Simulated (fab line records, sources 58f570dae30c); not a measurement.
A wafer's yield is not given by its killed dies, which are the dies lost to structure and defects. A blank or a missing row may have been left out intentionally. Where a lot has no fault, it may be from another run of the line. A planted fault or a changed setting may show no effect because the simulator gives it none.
Code-filled problem report in 8D (eight disciplines) form :: flow berkeley cmos170 :: the parts of the form that need people (team, actions taken, sign-off) are left out

1. WHAT IS WRONG
Wafers free of any fault read 224.5 nm (standard deviation 2.4) for NWELL_NITRIDE_THK at UCB170_NWELL_THK_MEAS_05, against a mean of 389.5 nm on 6 wafers of 2 lots. That puts it +69 standard deviations away from the usual mean.
Earliest sighting: wafer L779.1 on film metro-02 at day 3 19:43. Wafers with a number at this step in the record: 42, from 14 lots. By rule, "out" or "out of limits" means more than 4 standard deviations away from the usual mean. Any other wafer with a number is counted as sound.

2. WHAT THIS IS AND IS NOT
question: which readings at this step
is: NWELL_NITRIDE_THK
is not: -

question: which lots
is: L779, L780
is not: L772, L773, L774, L775, L776, L777, L784, L787, L788, L789, L793, L794

question: which wafers of those lots
is: all that have a number
is not: -

question: read on which gauges
is: film metro-02
is not: film metro-01, film metro-04

question: when
is: from day 3 19:43
is not: up to then (18 sound wafers); but 18 sound wafers of L784, L787, L788, L789, L793, L794 came after

3. THE SUSPECTS, EACH WITH WHAT RULES IT OUT
Counting: a tool at a process step up to the reading stays a suspect if it ran every lot that is out and no sound lot after the first of them.
- the gauge at UCB170_NWELL_THK_MEAS_05: kept. All the wafers that are out were read on film metro-02, and no step on other tools shows them out.
- lpcvd-01 at UCB170_NWELL_CVD_04 (deposits Si3N4 from SiH2Cl2/NH3, target thk 224 nm, time 3360 s): kept. It ran every lot that is out, first L779 (day 3 17:47), and no sound lot after that; its last sound lot up to then is L777 (day 3 09:12).
After counting, lpcvd-01 at UCB170_NWELL_CVD_04 and film metro-02 at UCB170_NWELL_THK_MEAS_05 remain.

4. THE CAUSE (what the simulator had put in)
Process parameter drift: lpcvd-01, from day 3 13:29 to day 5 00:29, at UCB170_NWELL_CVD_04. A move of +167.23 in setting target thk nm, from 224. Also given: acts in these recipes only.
Counting leaves 2 suspects; this tool is one of them.

5. SEQUENCE OF EFFECTS, ordered by route
Each row: a reading whose mean over the struck wafers that have a number lies more than 3 standard deviations from the usual. Readings are gone through only where the record gives a usual standard deviation; hours: the median, over the lots, of the time from a lot's start at the first step in this table giving one to that lot's start at this step; sigmas: the change measured in usual standard deviations.
hours: 0
step: UCB170_NWELL_THK_MEAS_05
reading: NWELL_NITRIDE_THK
usual: 224.5 nm
on struck wafers: 389.5
change: +165.0
sigmas: +69

hours: 4
step: UCB170_NWELL_ETCH_13
reading: oes product au
usual: 0.942 a.u.
on struck wafers: 0.992
change: +0.050
sigmas: +5.0
Process steps it contains:
- UCB170_NWELL_ETCH_13: etches Si3N4 in CH3F/Ar/O2, stops on SiO2, target depth 246.4 nm, time 154 s.

6. HOW IT WOULD HAVE BEEN CAUGHT EARLIER
6 hours passed between the start of the fault at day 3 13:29 and the first reading out of limits at a measuring or inspecting step in this record, taken at day 3 19:43.
Among the 2 lots that are out, L780 began UCB170_NWELL_CVD_04 on lpcvd-01 after day 3 19:43. Had the tool been put on hold then, it would have been spared.
